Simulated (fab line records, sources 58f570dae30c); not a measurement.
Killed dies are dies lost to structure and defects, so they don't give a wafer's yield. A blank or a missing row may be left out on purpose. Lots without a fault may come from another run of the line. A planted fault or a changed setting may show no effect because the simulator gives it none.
A struck lot beside a sound one | flow berkeley_cmos170 | 32 steps out of a route of 331
Sound: wafers L597.1, L597.4, L597.5. Struck: wafers L610.2, L610.4, L610.5. The cause comes at the end.
At each step with rows: each side's tool, then ch and its chambers, then its first start. Under that, the readings that differ: sound wafers | struck wafers | difference of the means | sigmas: that difference in standard deviations of wafers without a fault.
alike: readings whose means differ by less than 2 such deviations, and words and numbers that are the same on both sides. not compared: withheld readings, readings that some wafer has no value for, bounds like >300 that may hide the same value, and numbers for which the record gives no deviation and whose values overlap.
The two part at a step that has a row with sigmas, a row that says differs or no value, or rows on one side only. Numbers that don't overlap but have no deviation are shown without sigmas and don't part them. A reading that every wafer of one side lacks parts them only if that side has two wafers or more.

UCB170_SDANNEAL_RTA_01: time 5 s.
  sound on rtp_anneal-01 ch 0, day 8 21:13; struck on rtp_anneal-01 ch 0, day 10 07:25
  alike: lamp_power_pct, wafer_temp_C_max
UCB170_SDANNEAL_RS_MEAS_02: measures by four-point-probe.
  sound on film_metro-03, day 8 21:20; struck on film_metro-01, day 10 07:32
  reading         | sound          | struck         | difference | sigmas
  PSD_RS (ohm/sq) | 76.0 76.0 76.0 | 75.5 75.2 75.0 | -0.8       | -2
UCB170_SDANNEAL_RS_MEAS_03: measures by four-point-probe.
  sound on film_metro-03, day 8 21:28; struck on film_metro-01, day 10 07:40
  alike: NSD_RS
UCB170_SDANNEAL_RS_MEAS_04: measures by four-point-probe.
  sound on film_metro-03, day 8 21:35; struck on film_metro-01, day 10 07:47
  alike: PLDD_RS
UCB170_SDANNEAL_RS_MEAS_05: measures by four-point-probe.
  sound on film_metro-03, day 8 21:42; struck on film_metro-01, day 10 07:54
  alike: NLDD_RS
then, 1 step without rows for these wafers: UCB170_SILICIDE_PRE_CLEAN_00 (preclean etch time 60 s).
UCB170_SILICIDE_SPUTTER_01: material Ti, target thk 30 nm, time 25 s.
  sound on pvd_sputter-01, day 8 21:53; struck on pvd_sputter-02, day 10 08:04
  alike: throttle_valve_pct
UCB170_SILICIDE_RS_MEAS_02: measures by four-point-probe.
  sound on film_metro-02, day 8 21:55; struck on film_metro-01, day 10 08:07
  alike: SILICIDE_TI_RS
UCB170_SILICIDE_THK_MEAS_03: measures by xrf.
  sound on film_metro-02, day 8 22:02; struck on film_metro-01, day 10 08:14
  alike: SILICIDE_TI_THK
UCB170_SILICIDE_RTA_04: time 15 s.
  sound on rtp_anneal-01 ch 0, day 8 22:06; struck on rtp_anneal-01 ch 0, day 10 08:17
  alike: lamp_power_pct, wafer_temp_C_max
then, 2 steps without rows for these wafers: UCB170_SILICIDE_WET_ETCH_05 (etches Ti in SPM, time 45 s); UCB170_CONTACT_CLEAN_00 (cleans in SPM, time 600 s).
UCB170_CONTACT_CVD_01: deposits PSG from SiH4/O2/PH3, target thk 700 nm, time 2820 s.
  sound on lpcvd-02 ch 0, day 8 22:38; struck on lpcvd-01 ch 1, day 10 09:58
UCB170_CONTACT_THK_MEAS_02:
  sound on film_metro-03, day 9 00:25; struck on film_metro-02, day 10 11:45
  reading              | sound       | struck      | difference | sigmas
  CONTACT_PSG_THK (nm) | 700 695 697 | 603 598 606 | -95        | -16
then, 3 steps without rows for these wafers: UCB170_CONTACT_HMDS_03 (prime time 60 s); UCB170_CONTACT_COAT_04 (resist thk 900 nm); UCB170_CONTACT_SOFTBAKE_05 (time 60 s).
UCB170_CONTACT_STRIP_06: strips in O2.
  sound on plasma_asher-03 ch 0,1, day 9 00:55; struck on plasma_asher-02 ch 0,1, day 10 12:15
  reading                     | sound       | struck      | difference | sigmas
  drypump_motor_current_A (A) | 6.3 6.3 5.9 | 5.5 5.2 5.5 | -0.8       | -2
  alike: oes_product_au, strip_time_to_endpoint_s
  not compared: rf_hours_counter_h
then, 1 step without rows for these wafers: UCB170_CONTACT_CLEAN_07 (cleans in SPM, time 600 s).
UCB170_CONTACT_RTA_08: time 10 s.
  sound on rtp_anneal-01 ch 0, day 9 01:44; struck on rtp_anneal-02 ch 0, day 10 12:32
  reading          | sound             | struck            | difference | sigmas
  wafer_temp_C_max | 904.0 903.2 903.3 | 903.9 906.5 905.5 | +1.8       | +2
  alike: lamp_power_pct
then, 6 steps without rows for these wafers: UCB170_CONTACT_COAT_09; UCB170_CONTACT_COAT_10 (resist thk 900 nm); UCB170_CONTACT_SOFTBAKE_11 (time 60 s); UCB170_CONTACT_EXPOSE_12 (exposes mask CONT, target cd 700 nm); UCB170_CONTACT_PEB_13; UCB170_CONTACT_DEVELOP_14 (develop time 45 s).
UCB170_CONTACT_CD_MEAS_15: target cd 700 nm.
  sound on cd_sem-01, day 9 03:19; struck on cd_sem-01, day 10 13:38
  alike: cd_nm
UCB170_CONTACT_OVL_MEAS_16:
  sound on overlay-01, day 9 03:26; struck on overlay-01, day 10 13:45
  alike: CONTACT_OVL
then, 1 step without rows for these wafers: UCB170_CONTACT_ETCH_17 (etches BARC in N2/H2).
UCB170_CONTACT_ETCH_18: etches PSG in CHF3/CF4/Ar, stops on TiSi2, target depth 840 nm, time 195 s.
  sound on rie_diel-01 ch 0,1; struck on rie_diel-01 ch 1,2,3
  reading               | sound             | struck            | difference | sigmas
  oes_product_au (a.u.) | 0.879 0.885 0.888 | 0.809 0.832 0.830 | -0.060     | -4
  alike: drypump_motor_current_A, throttle_valve_pct
  not compared: rf_hours_counter_h
then, 2 steps without rows for these wafers: UCB170_CONTACT_STRIP_19 (strips in O2); UCB170_M3_PROBE_99.

WHERE THEY PART
First at UCB170_SDANNEAL_RS_MEAS_02; last, within this record, at UCB170_CONTACT_ETCH_18.

WHY: what the simulator had put in
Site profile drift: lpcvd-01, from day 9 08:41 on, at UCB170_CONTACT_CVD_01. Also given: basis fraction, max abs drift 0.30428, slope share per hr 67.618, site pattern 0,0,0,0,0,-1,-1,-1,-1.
